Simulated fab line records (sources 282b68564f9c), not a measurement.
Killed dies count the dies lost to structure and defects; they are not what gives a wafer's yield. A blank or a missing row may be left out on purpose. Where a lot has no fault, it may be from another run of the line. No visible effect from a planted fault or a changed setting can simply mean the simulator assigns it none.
A struck lot beside a sound one || flow rit-cmos || 27 steps out of a route of 202
Sound: wafers L165.3, L165.4, L165.5. Wafers L177.1, L177.2, L177.6 were the ones struck. The cause is named last.
Order at every step that has rows: each side's tool, ch and its chambers, its first start. Under that, the readings that differ: sound wafers || struck wafers || difference of the means || sigmas: that difference in standard deviations of wafers without a fault.
alike: words and numbers the same on both sides, and readings whose means are apart by under 2 such deviations; not compared: readings that were withheld, readings missing a value for some wafer, numbers with overlapping values and no deviation given by the record, and bounds like >300 which may hide the same value.
A row with sigmas, a row that says differs or no value, or rows on one side alone: a step with any of these is where the two part. Non-overlapping numbers with no deviation appear without sigmas and do not part them. A reading missing from all wafers of one side parts the sides only when that side holds two or more wafers.

first, 4 steps without rows for these wafers: RIT_CONTACT_SOFTBAKE_04 (time 60 s); RIT_CONTACT_EXPOSE_05 (exposes mask M11, target cd 1000 nm); RIT_CONTACT_PEB_06; RIT_CONTACT_DEVELOP_07 (develop time 120 s).
RIT_CONTACT_CD_MEAS_08: target cd 1000 nm.
  sound: cd-sem-01 at day 3 09:55; struck: cd-sem-01 at day 5 22:11
  alike: cd-nm
RIT_CONTACT_OVL_MEAS_09:
  sound: overlay-02 at day 3 10:00; struck: overlay-01 at day 5 22:19
  alike: CONTACT_OVL
then, 1 step without rows for these wafers: RIT_CONTACT_HARDBAKE_10 (time 60 s).
RIT_CONTACT_ETCH_11: etches SiO2 in CHF3/CF4/Ar, stops on TiSi2, target depth 480 nm, time 320 s.
  sound on rie-diel-04 ch 0,1, day 3 10:11; struck on rie-diel-03 ch 1,2,3, day 5 22:29
  alike: drypump-motor-current-A, mfc-ar-sccm, oes-product-au, throttle-valve-pct
  not compared: rf-hours-counter-h
RIT_CONTACT_STRIP_12: strips in O2, time 180 s.
  sound on plasma-asher-01 ch 0,1, day 3 10:26; struck on plasma-asher-03 ch 0,1, day 5 22:41
  alike: drypump-motor-current-A
  not compared: rf-hours-counter-h
RIT_CONTACT_CD_MEAS_90: target cd 1000 nm.
  sound: cd-sem-02 at day 3 10:35; struck: cd-sem-01 at day 5 22:52
  alike: cd-nm
then, 2 steps without rows for these wafers: RIT_CONTACT_CLEAN_13 (cleans in SC1, time 600 s); RIT_CONTACT_CLEAN_14 (cleans in SC2, time 600 s).
RIT_M1_SPUTTER_00: material Al, target thk 400 nm, time 500 s.
  sound: pvd-sputter-03 at day 3 11:01; struck: pvd-sputter-02 at day 5 23:20
{"reading": "chamber-pressure-pa (Pa)", "sound": "0.4006 0.3994 0.3983", "struck": "0.3546 0.3548 0.3560", "difference": -0.0443, "sigmas": -59}
{"reading": "model.Al_of_M1_SPUTTER_00.thk-nm (nm)", "sound": "396.5 396.1 397.5", "struck": "411.8 411.4 409.1", "difference": "+14.1", "sigmas": ""}
  alike: throttle-valve-pct
RIT_M1_RS_MEAS_01: the measuring method here is four-point-probe.
  sound: film-metro-02 at day 3 11:21; struck: film-metro-01 at day 5 23:38
{"reading": "M1_AL_RS (ohm/sq)", "sound": "0.0740 0.0742 0.0738", "struck": "0.0709 0.0708 0.0712", "difference": -0.0030, "sigmas": -3}
RIT_M1_THK_MEAS_02: measures by xrf.
  sound: film-metro-02 at day 3 11:27; struck: film-metro-01 at day 5 23:45
{"reading": "M1_AL_THK (nm)", "sound": "403 403 407", "struck": "418 420 417", "difference": "+14", "sigmas": "+2"}
then, 6 steps without rows for these wafers: RIT_M1_HMDS_03 (prime time 60 s); RIT_M1_COAT_04 (resist thk 1300 nm); RIT_M1_SOFTBAKE_05 (time 60 s); RIT_M1_EXPOSE_06 (exposes mask M12, target cd 2600 nm); RIT_M1_PEB_07; RIT_M1_DEVELOP_08 (develop time 65.5 s).
RIT_M1_CD_MEAS_09: target cd 2600 nm.
  sound: cd-sem-02 at day 3 12:25; struck: cd-sem-01 at day 6 01:03
  alike: cd-nm
RIT_M1_OVL_MEAS_10:
  sound: overlay-01 at day 3 12:30; struck: overlay-02 at day 6 01:10
  alike: M1_OVL
then, 1 step without rows for these wafers: RIT_M1_HARDBAKE_11 (time 120 s).
RIT_M1_METAL_ETCH_12: etches Al in Cl2/BCl3, stops on SiO2, time 165 s, target depth 600 nm.
  sound on rie-metal-04 ch 0,1, day 3 12:50; struck on rie-metal-04 ch 0,1, day 6 01:27
{"reading": "model.etch.depth-nm (nm)", "sound": "396.5 396.1 397.5", "struck": "411.8 411.4 409.1", "difference": "+14.1", "sigmas": ""}
{"reading": "model.M1.feature-depth-nm (nm)", "sound": "431.5 427.9 432.4", "struck": "442.2 445.4 439.7", "difference": "+11.8", "sigmas": ""}
  alike: drypump-motor-current-A, oes-product-au, throttle-valve-pct
  not compared: rf-hours-counter-h
then, 1 step without rows for these wafers: RIT_M1_STRIP_13 (strips in nmp, time 600 s).
RIT_M1_PROBE_99:
  sound: prober-01 at day 3 18:42; struck: prober-01 at day 6 03:43
{"reading": "model.etest.m1.rs-ohm-sq", "sound": "0.073 0.07341 0.07282", "struck": "- - -", "difference": "no value on the struck wafers", "sigmas": ""}
  alike: killed-at-contacts, killed-at-front-end, killed-dies, killed-open, killed-short

== WHERE THEY PART ==
Earliest at RIT_M1_SPUTTER_00; latest, in this record, at RIT_M1_PROBE_99.

WHY: what had been put in by the simulator
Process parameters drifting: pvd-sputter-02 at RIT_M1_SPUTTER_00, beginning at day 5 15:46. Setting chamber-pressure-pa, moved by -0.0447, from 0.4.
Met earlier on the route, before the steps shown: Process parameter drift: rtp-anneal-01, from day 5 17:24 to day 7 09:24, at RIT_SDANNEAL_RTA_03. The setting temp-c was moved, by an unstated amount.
